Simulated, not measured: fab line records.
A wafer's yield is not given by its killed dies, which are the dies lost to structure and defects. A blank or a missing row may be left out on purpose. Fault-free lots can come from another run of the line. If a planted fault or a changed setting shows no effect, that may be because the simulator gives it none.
A struck lot beside a sound one || flow rit cmos || 16 steps out of a route of 202
Sound: the wafers L874.1, L874.3, L874.4. The struck wafers were L889.1, L889.4, L889.6. The cause is named last.
At each step with rows: each side's tool, then ch and its chambers, then its first start. Under that, the readings that differ: sound wafers || struck wafers || difference of the means || sigmas: that difference in standard deviations of wafers without a fault.
alike: readings with means less than 2 such deviations apart, plus words and numbers identical on both sides. not compared: withheld readings, readings lacking a value on some wafer, bounds such as >300 that could conceal the same value, and numbers that have no deviation in the record and whose values overlap.
A row with sigmas, a row that says differs or no value, or rows on one side alone: a step with any of these is where the two part. Non-overlapping numbers with no deviation appear without sigmas and do not part them. A reading missing from all wafers of one side parts the sides only when that side holds two or more wafers.

RIT_ACTIVE_BOW_MEAS_00:
  sound on film metro-02, day 1 15:00; struck on film metro-02, day 4 18:00
  alike: INCOMING_BOW
then, 1 step without rows for these wafers: RIT_ACTIVE_OXIDATION_01 (target thk 46.8 nm, ox time 3503 s).
RIT_ACTIVE_THK_MEAS_02:
  sound on film metro-02, day 1 17:03; struck on film metro-04, day 4 20:55
  alike: ACTIVE_OXIDE_THK
then, 1 step without rows for these wafers: RIT_ACTIVE_CVD_03 (deposits Si3N4 from SiH2Cl2/NH3, target thk 150 nm, time 1500 s).
RIT_ACTIVE_THK_MEAS_04:
  sound on film metro-04, day 1 18:32; struck on film metro-01, day 4 22:23
{"reading": "ACTIVE_NITRIDE_THK (nm)", "sound": "152.5 152.6 153.0", "struck": "149.0 147.9 149.2", "difference": -4.0, "sigmas": -4}
then, 3 steps without rows for these wafers: RIT_ACTIVE_HMDS_05 (prime time 60 s); RIT_ACTIVE_COAT_06 (resist thk 1000 nm); RIT_ACTIVE_SOFTBAKE_07 (time 60 s).
RIT_ACTIVE_EXPOSE_08: exposes mask M1, target cd 1400 nm.
  sound on iline stepper-02 ch 0, day 1 19:10; struck on iline stepper-02 ch 0, day 4 23:01
{"reading": "exposure dose mJ cm2", "sound": "225.38 225.34 225.27", "struck": "223.39 223.57 223.20", "difference": -1.94, "sigmas": -9}
  alike: mask, focus offset nm
then, 2 steps without rows for these wafers: RIT_ACTIVE_PEB_09; RIT_ACTIVE_DEVELOP_10 (develop time 50 s).
RIT_ACTIVE_CD_MEAS_11: target cd 1400 nm.
  sound on cd sem-01, day 1 19:34; struck on cd sem-01, day 4 23:25
{"reading": "cd nm (nm)", "sound": "1400.5 1400.8 1401.4", "struck": "1390.3 1390.2 1381.9", "difference": -13.4, "sigmas": -5}
then, 1 step without rows for these wafers: RIT_ACTIVE_HARDBAKE_12 (time 60 s).
RIT_ACTIVE_ETCH_13: etches Si3N4 in SF6, stops on SiO2, time 210 s, target depth 210 nm.
  sound on rie diel-04 ch 0,1,3, day 1 19:50; struck on rie diel-01 ch 0,1,3, day 4 23:41
{"reading": "model.ACTIVE.cd nm (nm)", "sound": "1400 1401 1401", "struck": "1390 1390 1382", "difference": -13, "sigmas": ""}
  alike: drypump motor current A, oes product au, throttle valve pct
  not compared: rf hours counter h
RIT_ACTIVE_STRIP_14: strips in O2, time 180 s.
  sound on plasma asher-01 ch 0,1, day 1 19:58; struck on plasma asher-03 ch 0,1, day 4 23:49
  alike: drypump motor current A
  not compared: rf hours counter h
RIT_M1_PROBE_99:
  sound on prober-02, day 3 21:15; struck on prober-01, day 6 22:01
  alike: killed at front end, killed dies, killed open, killed short

## WHERE THEY PART
Earliest at RIT_ACTIVE_THK_MEAS_04; latest, in this record, at RIT_ACTIVE_CD_MEAS_11. Later steps at which nothing parts them and some readings are alike: RIT_ACTIVE_ETCH_13, RIT_ACTIVE_STRIP_14, RIT_M1_PROBE_99.

WHY: the cause the simulator had injected
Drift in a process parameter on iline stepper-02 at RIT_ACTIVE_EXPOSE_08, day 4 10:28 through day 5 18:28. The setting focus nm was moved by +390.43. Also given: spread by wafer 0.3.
